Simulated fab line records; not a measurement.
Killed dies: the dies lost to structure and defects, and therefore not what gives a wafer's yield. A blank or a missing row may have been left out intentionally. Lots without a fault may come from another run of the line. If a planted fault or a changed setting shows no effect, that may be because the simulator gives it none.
What tool caused it? | flow berkeley-cmos170 | 14 lots, 42 wafers sampled, at 5 steps of a route of 331

WHAT THE GAUGES SHOWED, per wafer
UCB170_PWELL_TW_MEAS_17.
lot  | measured    | on            | PWELL_TW
L163 | day 3 07:54 | film-metro-02 | 382.0 383.3 383.1
L165 | day 3 17:24 | film-metro-03 | 375.9 377.3 377.8
L167 | day 4 03:44 | film-metro-02 | 384.3 384.9 385.7
L168 | day 4 07:47 | film-metro-02 | 383.9 385.0 385.5
L170 | day 4 10:35 | film-metro-02 | 383.6 384.7 385.8
L171 | day 4 15:03 | film-metro-02 | 385.3 385.0 385.2
L175 | day 5 16:44 | film-metro-02 | 382.4 382.1 381.3
L176 | day 5 17:10 | film-metro-03 | 316.0 314.9 314.5 316.4 315.9 315.0
L177 | day 6 04:15 | film-metro-03 | 317.9 317.6 316.6 315.9 315.7 317.2
L178 | day 6 07:47 | film-metro-01 | 382.6 384.1 385.2
L180 | day 6 14:15 | film-metro-02 | 384.0 383.8 383.6
L183 | day 7 05:35 | film-metro-01 | 380.0 380.9 380.6
L182 | day 7 05:44 | film-metro-03 | 378.9 379.5 380.8
L185 | day 7 21:38 | film-metro-02 | 388.5 385.5 384.4

UCB170_M1_RS_MEAS_01: a four-point-probe measurement.
lot  | measured     | on            | M1_AL_RS (ohm/sq)
L163 | day 6 20:59  | film-metro-01 | 0.0484 0.0477 0.0485
L165 | day 7 10:47  | film-metro-04 | 0.0493 0.0486 0.0491
L167 | day 7 18:41  | film-metro-01 | 0.0488 0.0490 0.0488
L168 | day 7 19:13  | film-metro-03 | 0.0488 0.0488 0.0486
L170 | day 7 19:28  | film-metro-01 | 0.0491 0.0492 0.0489
L171 | day 8 12:35  | film-metro-04 | 0.0483 0.0488 0.0482
L175 | day 9 14:58  | film-metro-01 | 0.0488 0.0491 0.0484
L176 | day 9 15:20  | film-metro-01 | 0.0481 0.0477 0.0481
L177 | day 10 06:43 | film-metro-03 | 0.0480 0.0482 0.0482
L178 | day 10 15:19 | film-metro-03 | 0.0483 0.0491 0.0485
L180 | day 10 19:44 | film-metro-03 | 0.0486 0.0486 0.0486
L183 | day 11 03:56 | film-metro-01 | 0.0488 0.0486 0.0486
L182 | day 11 03:35 | film-metro-01 | 0.0484 0.0480 0.0487
L185 | day 12 04:40 | film-metro-04 | 0.0483 0.0481 0.0475

EACH LOT AND THE TOOL THAT RAN IT (in order: tool; ch and the chambers of the sampled wafers; start)
lot  | UCB170_PWELL_IMPLANT_15        | UCB170_GATE_ETCH_14                | UCB170_CONTACT_ETCH_17
L163 | implanter-01 ch 0, day 3 07:40 | rie-diel-01 ch 0,1,2, day 6 01:46  | rie-diel-03 ch 1,2,3, day 6 20:21
L165 | implanter-01 ch 0, day 3 17:09 | rie-diel-01 ch 0,1,2, day 6 15:28  | rie-diel-03 ch 0,2, day 7 09:28
L167 | implanter-01 ch 0, day 4 03:29 | rie-diel-04 ch 0,1,3, day 6 23:27  | rie-diel-02 ch 0,1,3, day 7 18:02
L168 | implanter-04 ch 0, day 4 07:32 | rie-diel-03 ch 2,3, day 6 23:40    | rie-diel-03 ch 0,2, day 7 18:35
L170 | implanter-02 ch 0, day 4 10:22 | rie-diel-01 ch 2,3, day 6 23:32    | rie-diel-02 ch 1,2,3, day 7 18:49
L171 | implanter-02 ch 0, day 4 14:48 | rie-diel-03 ch 1,2,3, day 7 16:02  | rie-diel-02 ch 0,2,3, day 8 11:58
L175 | implanter-04 ch 0, day 5 16:30 | rie-diel-03 ch 1,3, day 8 18:17    | rie-diel-01 ch 1,2, day 9 14:09
L176 | implanter-02 ch 0, day 5 16:56 | rie-diel-04 ch 1,2,3, day 8 18:32  | rie-diel-03 ch 0,1,2, day 9 14:31
L177 | implanter-02 ch 0, day 6 04:00 | rie-diel-03 ch 0,1,3, day 9 09:04  | rie-diel-03 ch 1,2,3, day 10 06:05
L178 | implanter-04 ch 0, day 6 07:33 | rie-diel-01 ch 0,2, day 9 17:04    | rie-diel-03 ch 0,1,2, day 10 14:40
L180 | implanter-04 ch 0, day 6 14:01 | rie-diel-03 ch 0,3, day 9 20:57    | rie-diel-03 ch 0,1,3, day 10 19:05
L183 | implanter-01 ch 0, day 7 05:16 | rie-diel-03 ch 0,2,3, day 10 06:27 | rie-diel-03 ch 1,2, day 11 03:16
L182 | implanter-04 ch 0, day 7 05:30 | rie-diel-01 ch 1,2,3, day 10 06:21 | rie-diel-02 ch 1,2,3, day 11 02:56
L185 | implanter-04 ch 0, day 7 21:23 | rie-diel-03 ch 1,3, day 11 09:23   | rie-diel-01 ch 1,2,3, day 12 04:01
- UCB170_PWELL_IMPLANT_15
- UCB170_GATE_ETCH_14: etches BARC in N2/H2.
- UCB170_CONTACT_ETCH_17: etches BARC in N2/H2.

WHAT THE TOOLS THEMSELVES READ (means of the sampled wafers that have a number; where no wafer has one, the mark that the record gives instead)
UCB170_PWELL_IMPLANT_15.
lot  | tool         | dose-ions-cm2 | faraday-current-uA
L163 | implanter-01 | 5e+12         | 15.8
L165 | implanter-01 | 5e+12         | 15.8
L167 | implanter-01 | 5e+12         | 15.9
L168 | implanter-04 | 5e+12         | 15.6
L170 | implanter-02 | 5e+12         | 15.6
L171 | implanter-02 | 5e+12         | 15.8
L175 | implanter-04 | 5e+12         | 15.7
L176 | implanter-02 | 3e+12         | 8.8
L177 | implanter-02 | 3e+12         | 8.7
L178 | implanter-04 | 5e+12         | 15.5
L180 | implanter-04 | 5e+12         | 15.7
L183 | implanter-01 | 5e+12         | 15.8
L182 | implanter-04 | 5e+12         | 15.9
L185 | implanter-04 | 5e+12         | 15.7

UCB170_GATE_ETCH_14.
lot  | tool        | drypump-motor-current-A (A) | h2-flow-sccm (sccm) | oes-product-au (a.u.) | rf-fwd-power-W (W) | throttle-valve-pct (%)
L163 | rie-diel-01 | 6.0                         | 199.8               | 0.996                 | 494.4              | 13.32
L165 | rie-diel-01 | 6.0                         | 199.6               | 0.996                 | 493.7              | 13.32
L167 | rie-diel-04 | 5.9                         | 200.1               | 1.002                 | 493.5              | 13.36
L168 | rie-diel-03 | 5.9                         | 199.6               | 0.999                 | 495.2              | 13.39
L170 | rie-diel-01 | 6.5                         | 200.2               | 1.004                 | 494.4              | 13.27
L171 | rie-diel-03 | 5.6                         | 199.7               | 1.000                 | 496.2              | 13.35
L175 | rie-diel-03 | 5.3                         | 199.7               | 0.998                 | 497.1              | 13.29
L176 | rie-diel-04 | 5.7                         | 199.7               | 0.996                 | 495.0              | 13.21
L177 | rie-diel-03 | 5.5                         | 200.0               | 1.005                 | 494.6              | 13.31
L178 | rie-diel-01 | 6.0                         | 200.2               | 0.978                 | 495.0              | 13.42
L180 | rie-diel-03 | 5.5                         | 199.9               | 0.999                 | 495.3              | 13.24
L183 | rie-diel-03 | 5.8                         | 199.8               | 1.005                 | 495.6              | 13.36
L182 | rie-diel-01 | 6.2                         | 200.4               | 1.010                 | 495.3              | 13.24
L185 | rie-diel-03 | 5.3                         | 200.5               | 0.991                 | 497.5              | 13.24

UCB170_CONTACT_ETCH_17.
lot  | tool        | drypump-motor-current-A (A) | h2-flow-sccm (sccm) | oes-product-au (a.u.) | rf-fwd-power-W (W) | throttle-valve-pct (%)
L163 | rie-diel-03 | 5.6                         | 200.0               | 1.001                 | 496.6              | 13.35
L165 | rie-diel-03 | 6.1                         | 199.7               | 1.015                 | 495.7              | 13.46
L167 | rie-diel-02 | 6.3                         | 200.4               | 0.995                 | 494.2              | 13.12
L168 | rie-diel-03 | 6.1                         | 200.0               | 1.018                 | 495.8              | 13.46
L170 | rie-diel-02 | 6.0                         | 200.2               | 0.976                 | 494.3              | 13.20
L171 | rie-diel-02 | 6.0                         | 199.7               | 0.965                 | 495.0              | 13.25
L175 | rie-diel-01 | 6.0                         | 199.9               | 1.012                 | 494.1              | 13.21
L176 | rie-diel-03 | 5.8                         | 200.3               | 1.005                 | 495.7              | 13.43
L177 | rie-diel-03 | 5.6                         | 200.0               | 0.995                 | 497.2              | 13.36
L178 | rie-diel-03 | 5.7                         | 199.3               | 1.009                 | 498.3              | 13.42
L180 | rie-diel-03 | 5.5                         | 200.3               | 1.007                 | 496.3              | 13.30
L183 | rie-diel-03 | 5.6                         | 199.9               | 0.997                 | 496.2              | 13.41
L182 | rie-diel-02 | 6.0                         | 200.4               | 0.978                 | 494.3              | 13.20
L185 | rie-diel-01 | 6.3                         | 199.7               | 1.010                 | 494.1              | 13.24

THE ANSWER, worked out from the rows above alone
Rule: the usual values come from the lots themselves. The widest of any qualifying gaps counts: lots, ordered by their means at a reading, are off when they make up no more than a third of the lots, leave a main group of 4 or more, and stand apart from it by 3 or more times the standard deviation of that group's means. A main group whose means are all the same, to the digits that the tables above print for the reading, isn't used. A lot without any number at a reading at which 4 lots or more have one is off too. Where the step has rows for the other lots, those lots are counted as sound. After the gauges, taken in route order, come the tools' own readings; for these a lot's mean is taken, as printed above. The first step at which some lot is off is used, and at that step the reading that is off furthest; a lot without a number counts as furthest.
Off: L176, L177, seen at UCB170_PWELL_TW_MEAS_17 (PWELL_TW). Main group: mean 383.0, sd 2.6.
A tool fits if, at a process step before that reading, it ran every lot that is off, and no sound lot after the first of them. The gauges at UCB170_PWELL_TW_MEAS_17 aren't tried: what is off there is off at UCB170_PWELL_IMPLANT_15 too, on other tools, and a gauge's error can't cause that. One fits: implanter-02 at UCB170_PWELL_IMPLANT_15. A fault onset in the window from L171 (day 4 14:48, its last sound lot) to L176 (day 5 16:56, its first lot off) fits.
The tool's own readings at UCB170_PWELL_IMPLANT_15 bear it out: on the lots that are off they differ by more than 5 times the standard deviation of the sound lots' means. dose-ions-cm2 reads 3e+12 there against 5e+12 on the sound lots; faraday-current-uA reads 8.8 there against 15.7 on the sound lots.

WHAT WAS PUT IN BY THE SIMULATOR
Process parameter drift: implanter-02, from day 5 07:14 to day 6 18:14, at UCB170_PWELL_IMPLANT_15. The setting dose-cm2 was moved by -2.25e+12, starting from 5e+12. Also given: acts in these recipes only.
Shown lots that were struck: L176, L177. The rule above reached the same finding.
